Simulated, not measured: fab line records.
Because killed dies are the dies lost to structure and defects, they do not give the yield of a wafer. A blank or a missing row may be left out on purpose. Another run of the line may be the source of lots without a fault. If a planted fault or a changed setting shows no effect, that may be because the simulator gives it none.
The same fault as seen by 2 desks    flow berkeley-cmos170    what lay behind the numbers comes last; until then each desk has only its own

== AT THE TOOL OWNER'S DESK: lpcvd-01 ==
The tool's own readings at UCB170_ACTIVE_CVD_05 (deposits Si3N4 from SiH2Cl2/NH3, target thk 220 nm, time 3300 s): means of the sampled wafers that have a number, for each lot that ran on this tool. A lot is out of limits, marked OUT, if its mean lies more than 4 standard deviations from the usual mean; the brackets give that distance.
Columns: A = spike-tc-source-C at UCB170_ACTIVE_CVD_05, usual 826.1 C
lot   first seen here  A
L465  day 4 19:53      820.4
L469  day 5 15:02      826.5
L470  day 5 15:02      826.3
L472  day 6 07:37      826.3
This desk's verdict: no lot among the 4 shows anything out of limits.

== AT THE METROLOGY DESK ==
Lot by lot, what the gauges showed, no matter which tool ran the lot: averages of those sampled wafers that carry a number. A lot is out of limits, marked OUT, if its mean lies more than 4 standard deviations from the usual mean; the brackets give that distance.
Columns: A = NWELL_TW at UCB170_NWELL_TW_MEAS_16, usual 1253; B = PWELL_TW at UCB170_PWELL_TW_MEAS_17, usual 381.5; C = ACTIVE_NITRIDE_THK at UCB170_ACTIVE_THK_MEAS_06, usual 219.5 nm; D = PFIELD_OVL at UCB170_PFIELD_OVL_MEAS_06, usual 3 nm
lot   first seen here  A     B      C                 D
L461  day 2 04:19      1241  382.1  218.2             4
L462  day 2 11:47      1239  378.0  221.1             4
L463  day 2 15:54      1267  382.3  219.5             1
L464  day 2 22:36      1253  378.0  215.6             7
L465  day 3 03:46      1260  383.3  217.7             1
L466  day 3 12:27      1263  378.7  222.2             4
L467  day 3 13:07      1248  382.8  218.9             3
L469  day 4 00:05      1245  377.2  218.2             4
L470  day 4 00:50      1264  383.7  221.6             2
L472  day 4 14:47      1261  384.5  208.0 (-6.4) OUT  10
L481  day 6 09:36      1243  384.1  218.7             -2
L480  day 6 09:52      1263  382.9  217.8             7
L482  day 6 16:38      1261  381.4  219.6             6
This desk finds L472 out of limits, with the earliest case on L472 at day 6 09:32 (ACTIVE_NITRIDE_THK at UCB170_ACTIVE_THK_MEAS_06). L461, L462, L463, L464, L465, L466, L467, L469, L470, L481, L480, L482: within limits.

== PUT TOGETHER ==
Metrology desk: alarm possible at day 6 09:32 on L472.
The desk of the tool owner found nothing out of limits.
The tool owner's desk has L472 on record, within its limits.
The lots listed all ran UCB170_ACTIVE_CVD_05 on lpcvd-01.

== WHAT THE SIMULATOR HAD PUT IN ==
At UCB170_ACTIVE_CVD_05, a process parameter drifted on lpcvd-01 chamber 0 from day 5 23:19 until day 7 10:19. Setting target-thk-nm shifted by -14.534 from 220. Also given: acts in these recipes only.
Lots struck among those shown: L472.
Delay in hours, fault start to first out-of-limits reading, per desk: metrology desk 10.
